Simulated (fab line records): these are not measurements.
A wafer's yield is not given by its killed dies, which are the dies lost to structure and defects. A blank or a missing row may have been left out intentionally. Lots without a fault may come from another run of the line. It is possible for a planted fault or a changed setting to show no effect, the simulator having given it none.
Comparing a struck lot with a sound one :: flow berkeley-cmos170 :: 30 steps out of a route of 331
Sound: wafers L346.1, L346.5, L346.6. Struck: wafers L355.1, L355.3, L355.5. At the end, the cause is stated.
Each step with rows lists, per side, the tool, then ch with its chambers, then its first start. Under that, the readings that differ: sound wafers :: struck wafers :: difference of the means :: sigmas: that difference in standard deviations of wafers without a fault.
alike: readings whose means differ by less than 2 such deviations, and words and numbers that are the same on both sides. not compared: withheld readings, readings that some wafer has no value for, bounds like >300 that may hide the same value, and numbers for which the record gives no deviation and whose values overlap.
The two part at a step that has a row with sigmas, a row that says differs or no value, or rows on one side only. Numbers that don't overlap but have no deviation are shown without sigmas and don't part them. A reading missing from all wafers of one side parts the sides only when that side holds two or more wafers.

first, 6 steps without rows for these wafers: UCB170_V1_HMDS_06 (prime time 60 s); UCB170_V1_COAT_07 (resist thk 900 nm); UCB170_V1_SOFTBAKE_08 (time 60 s); UCB170_V1_EXPOSE_09 (exposes mask VIA1, target cd 700 nm); UCB170_V1_PEB_10; UCB170_V1_DEVELOP_11 (develop time 45 s).
UCB170_V1_CD_MEAS_12 targets a cd of 700 nm.
  sound: cd-sem-01 at day 8 21:49; struck: cd-sem-02 at day 10 18:50
  alike: cd-nm
UCB170_V1_OVL_MEAS_13:
  sound: overlay-02 at day 8 21:56; struck: overlay-02 at day 10 18:57
  alike: V1_OVL
UCB170_V1_ETCH_14: etches SiO2 in CHF3/CF4/Ar, stops on Al, target depth 1250 nm, time 279.2 s.
  sound on rie-diel-03 ch 0,2,3, day 8 21:59; struck on rie-diel-01 ch 1,3, day 10 18:59
  alike: CHF3_flow_sccm, drypump-motor-current-A, oes-product-au, throttle-valve-pct
  not compared: rf-hours-counter-h
UCB170_V1_STRIP_15: strips in O2.
  sound on plasma-asher-01 ch 0,1, day 8 22:09; struck on plasma-asher-02 ch 0,1, day 10 19:10
  alike: drypump-motor-current-A, oes-product-au, strip-time-to-endpoint-s
  not compared: rf-hours-counter-h
UCB170_V1_CD_MEAS_90 targets a cd of 700 nm.
  sound: cd-sem-01 at day 8 22:15; struck: cd-sem-01 at day 10 19:16
  alike: cd-nm
then, 1 step without rows for these wafers: UCB170_M2_PRE_CLEAN_00 (preclean etch time 60 s).
UCB170_M2_SPUTTER_01: material Al, target thk 900 nm, time 120 s.
  sound: pvd-sputter-01 at day 8 22:26; struck: pvd-sputter-01 at day 10 19:27
reading: model.Al_of_M2_SPUTTER_01.thk-nm (nm)
sound: 881.2 898.9 886.1
struck: 1302 1298 1296
difference: +410
sigmas: 
  alike: cathode-dc-power-W, throttle-valve-pct
UCB170_M2_RS_MEAS_02: measurement is done with a four-point probe.
  sound: film-metro-03 at day 8 22:31; struck: film-metro-04 at day 10 19:49
reading: M2_AL_RS (ohm/sq)
sound: 0.0328 0.0322 0.0326
struck: 0.0221 0.0223 0.0223
difference: -0.0103
sigmas: -27
  not compared: hold
UCB170_M2_THK_MEAS_03: measures by xrf.
  sound: film-metro-03 at day 8 22:38; struck: film-metro-04 at day 11 00:16
reading: M2_AL_THK (nm)
sound: 878 892 879
struck: 1291 1285 1289
difference: +405
sigmas: +29
  not compared: hold
then, 1 step without rows for these wafers: UCB170_M2_COAT_05 (resist thk 900 nm).
UCB170_M2_SOFTBAKE_06: time 61.63 s.
  sound on litho-track-03 ch 0, day 8 23:24; struck on litho-track-04 ch 0, day 11 02:46
  alike: plate-sensor-t-centre-C, plate-sensor-t-edge-C
UCB170_M2_STRIP_07: strips in O2.
  sound on plasma-asher-02 ch 0,1, day 8 23:33; struck on plasma-asher-02 ch 0,1, day 11 02:55
  alike: drypump-motor-current-A, oes-product-au, strip-time-to-endpoint-s
  not compared: rf-hours-counter-h
then, 7 steps without rows for these wafers: UCB170_M2_STRIP_08 (strips KrF in DMSO, time 600 s); UCB170_M2_COAT_09; UCB170_M2_COAT_10 (resist thk 900 nm); UCB170_M2_SOFTBAKE_11 (time 60 s); UCB170_M2_EXPOSE_12 (exposes mask METAL2, target cd 700 nm); UCB170_M2_PEB_13; UCB170_M2_DEVELOP_14 (develop time 45 s).
UCB170_M2_CD_MEAS_15 targets a cd of 700 nm.
  sound: cd-sem-02 at day 9 01:06; struck: cd-sem-01 at day 11 04:13
  alike: cd-nm
UCB170_M2_OVL_MEAS_16:
  sound: overlay-02 at day 9 01:13; struck: overlay-01 at day 11 04:20
  alike: M2_OVL
then, 1 step without rows for these wafers: UCB170_M2_ETCH_17 (etches BARC in N2/H2).
UCB170_M2_METAL_ETCH_18: etches Al in Cl2/BCl3, stops on SiO2, target depth 1170 nm, time 195 s.
  sound on rie-metal-04 ch 0,1, day 9 01:17; struck on rie-metal-03 ch 0,1, day 11 05:32
reading: oes-product-au (a.u.)
sound: 0.841 0.857 0.854
struck: 0.969 0.965 0.992
difference: +0.125
sigmas: +11
  alike: drypump-motor-current-A, he-backside-leak-sccm, throttle-valve-pct
  not compared: rf-hours-counter-h
UCB170_M2_STRIP_19: strips in O2.
  sound on plasma-asher-01 ch 0,1, day 9 01:29; struck on plasma-asher-01 ch 0,1, day 11 05:43
  alike: drypump-motor-current-A, oes-product-au
  not compared: rf-hours-counter-h

## WHERE THEY PART
Earliest at UCB170_M2_RS_MEAS_02; latest, in this record, at UCB170_M2_METAL_ETCH_18. Later steps at which nothing parts them and some readings are alike: UCB170_M2_STRIP_19.

WHY: whatever the simulator had introduced
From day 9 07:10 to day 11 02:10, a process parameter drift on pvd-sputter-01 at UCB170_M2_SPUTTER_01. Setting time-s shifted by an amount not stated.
